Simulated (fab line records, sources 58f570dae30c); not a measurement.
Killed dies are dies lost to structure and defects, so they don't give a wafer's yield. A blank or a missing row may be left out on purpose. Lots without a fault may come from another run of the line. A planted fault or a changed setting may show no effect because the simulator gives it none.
One fault seen from 2 desks | flow berkeley_cmos170 | each desk has only its own numbers; what lay behind them comes last

THE TOOL OWNER'S DESK: implanter-02
The tool's own readings at UCB170_PLDD_IMPLANT_09: means of the sampled wafers that have a number, for each lot that ran on this tool. A lot is out of limits, marked OUT, if its mean lies more than 4 standard deviations from the usual mean; the brackets give that distance.
Columns: A = beam_on_s at UCB170_PLDD_IMPLANT_09, usual 10.02 s; B = dose_ions_cm2 at UCB170_PLDD_IMPLANT_09, usual 5e+13
lot  | first seen here | A     | B
L794 | day 6 19:00     | 10.17 | 5e+13
L795 | day 7 05:05     | 10.33 | 5e+13
L799 | day 8 05:10     | 9.94  | 5e+13 (-37) OUT
L801 | day 8 09:47     | 10.07 | 5e+13 (-38) OUT
This desk's finding: out of limits on L799, L801; first on L799, day 8 05:10 (dose_ions_cm2 at UCB170_PLDD_IMPLANT_09). In limits: L794, L795.

THE METROLOGY DESK
What the gauges read, lot by lot, whatever tool the lot ran on: means of the sampled wafers that have a number. A lot is out of limits, marked OUT, if its mean lies more than 4 standard deviations from the usual mean; the brackets give that distance.
Columns: A = PLDD_RS at UCB170_SDANNEAL_RS_MEAS_04, usual 1031 ohm/sq; B = NLDD_RS at UCB170_SDANNEAL_RS_MEAS_05, usual 615.4 ohm/sq
lot  | first seen here | A               | B
L793 | day 7 02:02     | 1033            | 616.5
L792 | day 7 02:17     | 1027            | 614.4
L794 | day 7 06:29     | 1033            | 614.7
L796 | day 7 14:40     | 1029            | 616.0
L795 | day 7 14:43     | 1034            | 616.2
L798 | day 8 00:04     | 1032            | 617.1
L799 | day 8 18:39     | 1048 (+5.2) OUT | 615.4
L801 | day 8 23:25     | 1042            | 615.4
L802 | day 8 23:34     | 1037            | 617.4
L807 | day 9 18:00     | 1031            | 615.2
L808 | day 10 10:34    | 1029            | 614.5
L806 | day 10 16:31    | 1032            | 615.5
L810 | day 10 16:35    | 1031            | 613.0
L813 | day 10 18:45    | 1033            | 614.5
This desk's finding: out of limits on L799; first on L799, day 8 18:39 (PLDD_RS at UCB170_SDANNEAL_RS_MEAS_04). In limits: L793, L792, L794, L796, L795, L798, L801, L802, L807, L808, L806, L810, L813.

PUT TOGETHER
The tool owner's desk could have raised an alarm at day 8 05:10, on L799, L801.
The metrology desk could have raised an alarm at day 8 18:39, on L799.
The metrology desk has L801 on record, within its limits.
Of the lots named, all ran UCB170_PLDD_IMPLANT_09 on implanter-02.

WHAT THE SIMULATOR HAD PUT IN
Process parameter drift: implanter-02, from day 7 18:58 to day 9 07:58, at UCB170_PLDD_IMPLANT_09. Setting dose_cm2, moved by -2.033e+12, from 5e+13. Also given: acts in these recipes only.
Lots struck among those shown: L799, L801.
Hours from the fault's start to each desk's first reading out of limits: the tool owner's desk, 10; the metrology desk, 24.
